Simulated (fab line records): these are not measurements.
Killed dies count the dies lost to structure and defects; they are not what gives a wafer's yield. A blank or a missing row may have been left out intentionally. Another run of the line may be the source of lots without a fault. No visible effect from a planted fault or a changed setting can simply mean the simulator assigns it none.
fab line records ; flow rit-cmos
record lots=15; wafers=45; last-day=7
route steps=202 shown SILICIDE@166 M1@202
lots that met no fault: from a run of the same line without faults
start-h: the number of hours between the record's first day and the start of the first shown wafer of the lot ; wait-h: hours elapsed since this lot's preceding step ; " identical to the entry in the row above ; L1.1+2: one row covering several wafers at once ; - value missing, or start not given ; * or withheld: withheld ; < > ~ a bound
route shown NAME@n: names a module that has steps shown in the file, with the first one's number in the route ; usual: the fault-free wafers' mean and standard deviation ; same: alike in all rows ; chamber/n: place in a boat ; sites: per-site readings ; _std_site: their standard deviation ; _edge_site: inner sites' mean taken away from outer sites' mean ; radius-mm: how far each site lies from the wafer's centre ; mask NAME#n: copy n ; behind: the most recent tool/chamber to have shaped the wafer ; hold: what put the lot on hold/how long, in hours/how the hold closed ; device: the transistor (n, p or np) that didn't switch ; end of line: the route-end tests of the same wafers ; where a step has no rows: the recipe by itself ; killed: the dies lost at the first sort to structure and to defects; this is not the yield of the wafer ; map: dies across one wafer; x = killed, . = not, _ = none there
set.NAME: the run value of the setting; set.NAME@STEP: its run value at that earlier step ; model.NAME: the simulator's own value behind a step, which no gauge read
steps of the route over a sample of lots; a table a step, a row a wafer
services: the hour from which a tool's chamber was out of use, counted from the record's first day as start-h (under 0 if before that day), plus the number of hours and why
## steps
# step RIT_SILICIDE_WET_ETCH_05
# recipe chemistry=SPM; target=Ti; temp-c=90; time-s=120; dry=n2-spin
# usual bath-guard-temp-C=90.2/0.36; bath-heat-duty-pct=14.9/1.9; temp-c=90.00/0.14; time-s=120/0
lot.wafer;tool;chamber;start-h;wait-h;bath-guard-temp-C;bath-heat-duty-pct;temp-c;time-s
L248.1;wet-bench-03;3;54.12;0.1;90.2;14.1;89.82;120
L248.4;wet-bench-03;3;54.12;0.1;90.2;13.4;89.94;120
L248.6;wet-bench-03;3;54.12;0.1;89.7;13.1;89.95;120
L249.1;wet-bench-04;3;57.04;0.1;90.0;12.0;89.89;120
L249.3;wet-bench-04;3;57.04;0.1;90.2;12.0;90.22;120
L249.4;wet-bench-04;3;57.04;0.1;90.1;12.3;90.04;120
L250.2;wet-bench-04;1;61.80;0.0;90.2;17.7;89.91;120
L250.4;wet-bench-04;1;61.80;0.0;90.3;16.4;89.92;120
L250.6;wet-bench-04;1;61.80;0.0;90.2;16.3;90.02;120
L256.2;wet-bench-04;0;92.82;0.0;-;-;-;-
L256.3;wet-bench-04;0;92.82;0.0;-;-;-;-
L256.6;wet-bench-04;0;92.82;0.0;-;-;-;-
L257.3;wet-bench-04;3;100.60;0.1;-;-;-;-
L257.4;wet-bench-04;3;100.60;0.1;-;-;-;-
L257.6;wet-bench-04;3;100.60;0.1;-;-;-;-
L258.1;wet-bench-04;1;105.58;0.1;-;-;-;-
L258.2;wet-bench-04;1;105.58;0.1;-;-;-;-
L258.6;wet-bench-04;1;105.58;0.1;-;-;-;-
L262.3;wet-bench-04;0;123.20;0.0;90.3;13.3;89.99;120
L262.5;wet-bench-04;0;123.20;0.0;90.0;14.1;90.02;120
L262.6;wet-bench-04;0;123.20;0.0;90.4;13.3;90.13;120
L263.1;wet-bench-03;1;125.86;0.1;89.7;18.0;90.10;120
L263.5;wet-bench-03;1;125.86;0.1;89.9;17.2;90.03;120
L263.6;wet-bench-03;1;125.86;0.1;89.7;18.6;89.91;120
L264.3;wet-bench-01;1;131.15;0.0;90.3;13.8;89.87;120
L264.4;wet-bench-01;1;131.15;0.0;90.6;12.1;89.68;120
L264.5;wet-bench-01;1;131.15;0.0;90.8;12.9;89.89;120
L265.1;wet-bench-04;3;136.76;0.1;90.1;11.6;89.96;120
L265.2;wet-bench-04;3;136.76;0.1;90.0;12.2;89.78;120
L265.6;wet-bench-04;3;136.76;0.1;89.8;10.6;89.96;120
L266.2;wet-bench-01;3;142.96;0.0;89.8;15.7;89.89;120
L266.4;wet-bench-01;3;142.96;0.0;89.4;15.7;90.11;120
L266.6;wet-bench-01;3;142.96;0.0;89.2;15.3;89.99;120
L268.1;wet-bench-04;1;156.22;0.1;90.3;16.4;89.78;120
L268.5;wet-bench-04;1;156.22;0.1;90.6;16.3;89.83;120
L268.6;wet-bench-04;1;156.22;0.1;90.2;16.5;89.94;120
L269.2;wet-bench-04;1;157.77;0.0;90.3;16.4;89.95;120
L269.3;wet-bench-04;1;157.77;0.0;90.5;16.2;89.97;120
L269.4;wet-bench-04;1;157.77;0.0;90.5;16.1;90.08;120
L270.2;wet-bench-04;1;162.94;0.0;90.2;15.5;90.06;120
L270.4;wet-bench-04;1;162.94;0.0;90.4;17.7;89.90;120
L270.5;wet-bench-04;1;162.94;0.0;90.7;17.3;89.93;120
L271.3;wet-bench-03;0;171.38;0.0;89.7;14.6;90.23;120
L271.4;wet-bench-03;0;171.38;0.0;89.6;12.8;90.34;120
L271.5;wet-bench-03;0;171.38;0.0;89.5;12.8;90.02;120
# step RIT_M1_PROBE_99
# usual killed-at-contacts=0.0/0.2; killed-at-front-end=6.6/2.9; killed-dies=6.6/3; killed-on-rim=1.7/1.4; killed-open=3.4/2; killed-short=3.2/2
# same gross-dies=264; killed_at_M0_to_M3=0; killed_at_M4_up=0; killed-at-back-side=0; killed-at-other=0
lot.wafer;tool;chamber;start-h;wait-h;killed-at-contacts;killed-at-front-end;killed-dies;killed-on-rim;killed-open;killed-short
L256.2;prober-02;-;99.50;0.1;0;264;264;70;4;2
L256.3;prober-02;-;99.55;0.2;0;264;264;70;3;2
L256.6;prober-02;-;99.70;0.2;0;264;264;70;3;5
L257.3;prober-01;-;107.05;0.2;0;264;264;70;6;4
L257.4;prober-01;-;107.10;0.2;0;264;264;70;3;3
L257.6;prober-01;-;107.20;0.2;0;264;264;70;2;1
L258.1;prober-02;-;112.28;0.1;0;264;264;70;5;3
L258.2;prober-02;-;112.33;0.1;0;264;264;70;1;1
L258.6;prober-02;-;112.53;0.2;0;264;264;70;6;0
# killed by level:class
L256.2 SILICIDE:area-etch=258 GATE:geometric-particle:open=2 FOX2:geometric-particle:open=1 GATE:geometric-particle:short=1 SPACER:geometric-particle:open=1 SILICIDE:geometric-particle:short=1
L256.3 SILICIDE:area-etch=259 GATE:geometric-particle:open=3 GATE:geometric-particle:short=1 REOX:geometric-particle:short=1
L256.6 SILICIDE:area-etch=256 FOX1:geometric-particle:short=2 FOX2:geometric-particle:open=1 FOX2:geometric-particle:short=1 GATE:geometric-particle:short=1 GATE:geometric-particle:open=1 SILICIDE:geometric-particle:open=1 SILICIDE:geometric-particle:short=1
L257.3 SILICIDE:area-etch=254 GATE:geometric-particle:open=4 GATE:geometric-particle:short=3 REOX:geometric-particle:open=1 SPACER:geometric-particle:open=1 SILICIDE:geometric-particle:short=1
L257.4 SILICIDE:area-etch=258 GATE:geometric-particle:open=2 GATE:geometric-particle:short=2 REOX:geometric-particle:open=1 SILICIDE:geometric-particle:short=1
L257.6 SILICIDE:area-etch=261 FOX2:geometric-particle:open=2 SILICIDE:geometric-particle:short=1
L258.1 SILICIDE:area-etch=256 SPACER:geometric-particle:open=2 FOX2:geometric-particle:open=1 FOX2:geometric-particle:short=1 GATE:geometric-particle:short=1 GATE:geometric-particle:open=1 REOX:geometric-particle:open=1 SPACER:geometric-particle:short=1
L258.2 SILICIDE:area-etch=262 FOX2:geometric-particle:short=1 GATE:geometric-particle:open=1
L258.6 SILICIDE:area-etch=258 GATE:geometric-particle:open=4 SPACER:geometric-particle:open=1 SILICIDE:geometric-particle:open=1
## services
tool;chamber;start-h;hours;kind
wet-bench-03;-;67.34;3.2;repair
wet-bench-03;-;162.22;5.4;repair
## key
first-sign step=RIT_SILICIDE_WET_ETCH_05; reading=tool-record; direction=missing
effect step=RIT_M1_PROBE_99; reading=killed-at-front-end; direction=up; sigmas=88; usual=6.6; struck=264
more-kills-born-at RIT_SILICIDE_WET_ETCH_05@wet-bench-04=2322
met-at RIT_SILICIDE_WET_ETCH_05
struck-lots L256,L257,L258
later-rows-left-out L256.2,L256.3,L256.6,L257.3,L257.4,L257.6,L258.1,L258.2,L258.6
tester-left-out L256,L257,L258
onset-between 61.80 92.82
fault kind=skipped-step-whole; tool=wet-bench-04; chamber=-; onset-h=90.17; steps=RIT_SILICIDE_WET_ETCH_05; scope=struck-lots-only
# tester-left-out: of these lots the tester's yield and bins aren't shown, on N5 and GAA mostly nor the transistor test; their killed dies are dies lost to structure and defects alone, not to doping, threshold or leakage, so they don't give the yield
# later-rows-left-out: the simulator's readings of these wafers behind a module that went badly wrong aren't trusted and aren't shown, but for the sort
